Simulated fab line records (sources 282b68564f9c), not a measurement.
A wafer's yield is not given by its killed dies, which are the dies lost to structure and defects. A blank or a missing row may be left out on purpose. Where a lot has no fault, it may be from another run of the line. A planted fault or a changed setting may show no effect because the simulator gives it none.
Split-lot trial -- flow rit cmos -- 5 lots, 23 wafers read, on a route of 202 steps

SPLIT DETAILS
At RIT_NWELL_IMPLANT_08, the setting dose cm2 was moved away from the recipe's 5e+13 on 8 of the 23 wafers read, by -7.2% to +7.4%. All remaining wafers had this setting at the recipe value.

FROM THE SPLIT TO THE READING: what the file shows between them, 7 steps
- RIT_PWELL_SOFTBAKE_02: time 60 s (also split here: temp c)
- RIT_PWELL_EXPOSE_03: exposes mask M3, target cd 43700 nm
- RIT_PWELL_PEB_04
- RIT_PWELL_DEVELOP_05: develop time 68 s
- RIT_PWELL_IMPLANT_08 (also split here: dose cm2)
- RIT_PWELL_STRIP_09: strips in O2, time 180 s
- RIT_WELLDRIVE_ANNEAL_00: time 14700 s

THE READING
Measured at RIT_WELLDRIVE_RS_MEAS_01 by four-point probe: NWELL_RS, in ohm/sq. On this fab line, fault-free wafers typically give 275.4 ohm/sq with a standard deviation of 0.81 ohm/sq.

wafer,"tool, chamber at the split",dose cm2 as run,against the recipe,"NWELL_RS, ohm/sq",against lot-mates on the recipe
L074.1,"implanter-03, 0",5e+13,recipe,274.2,-
L074.3,"implanter-03, 0",4.828e+13,-3.4%,280.5,+5.9
L074.4,"implanter-03, 0",5e+13,recipe,275.2,-
L074.5,"implanter-03, 0",4.828e+13,-3.4%,280.2,+5.6
L074.6,"implanter-03, 0",5e+13,recipe,274.5,-
L075.1,"implanter-04, 0",5e+13,recipe,274.4,-
L075.2,"implanter-04, 0",4.906e+13,-1.9%,278.2,+3.3
L075.3,"implanter-04, 0",4.906e+13,-1.9%,278.6,+3.7
L075.4,"implanter-04, 0",5e+13,recipe,275.4,-
L075.6,"implanter-04, 0",5e+13,recipe,275.0,-
L077.1,"implanter-01, 0",5e+13,recipe,276.2,-
L077.2,"implanter-01, 0",5.372e+13,+7.4%,264.7,-11.3
L077.3,"implanter-01, 0",5.372e+13,+7.4%,264.7,-11.3
L077.4,"implanter-01, 0",5e+13,recipe,276.5,-
L077.5,"implanter-01, 0",5e+13,recipe,275.3,-
L080.1,"implanter-03, 0",5e+13,recipe,275.3,-
L080.4,"implanter-03, 0",5e+13,recipe,274.3,-
L080.6,"implanter-03, 0",5e+13,recipe,275.9,-
L082.1,"implanter-04, 0",5e+13,recipe,273.4,-
L082.2,"implanter-04, 0",4.639e+13,-7.2%,286.9,+13.4
L082.3,"implanter-04, 0",5e+13,recipe,273.5,-
L082.4,"implanter-04, 0",5e+13,recipe,273.7,-
L082.5,"implanter-04, 0",4.639e+13,-7.2%,286.9,+13.4

THE FIT
A straight line over all 23 wafers: NWELL_RS changes by -1.52 ohm/sq for each +1% of dose cm2; r = -0.98; the points scatter about the line by 0.91 ohm/sq.
The same after taking each lot's own level away (the mean of its wafers on the recipe; 23 wafers): -1.67 ohm/sq for each +1%; r = -0.99; scatter 0.62 ohm/sq.
That fit puts the effect of the largest move of dose cm2 on the reading at 12 ohm/sq.
The lots' own levels span 273.53 to 276.00 ohm/sq, that is 3.0 times the standard deviation above.
The two slopes agree, so the slope changes little with the lot-to-lot level.
Check: for one of the wafers moved furthest among these (+7.4%), held out of the fit, the line's prediction against its lot-mates is -12.6 ohm/sq. Against them it came out at -11.3 ohm/sq.

OTHER SPLITS APPLIED TO THESE WAFERS
These wafers also went through other splits before the reading. Each is held against what the fit with the lots' levels taken away leaves over:
other split on the same wafers,wafers away from the commonest value,r with NWELL_RS (lot level and that fit taken away)
RIT_ACTIVE_EXPOSE_08 dose mj,9,+0.05
RIT_PWELL_SOFTBAKE_02 temp c,8,-0.04
RIT_PWELL_IMPLANT_08 dose cm2,8,+0.23

THE FILE'S OWN FIT
NWELL_RS changes by -1.68 ohm/sq for each +1% of dose cm2, r = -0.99.
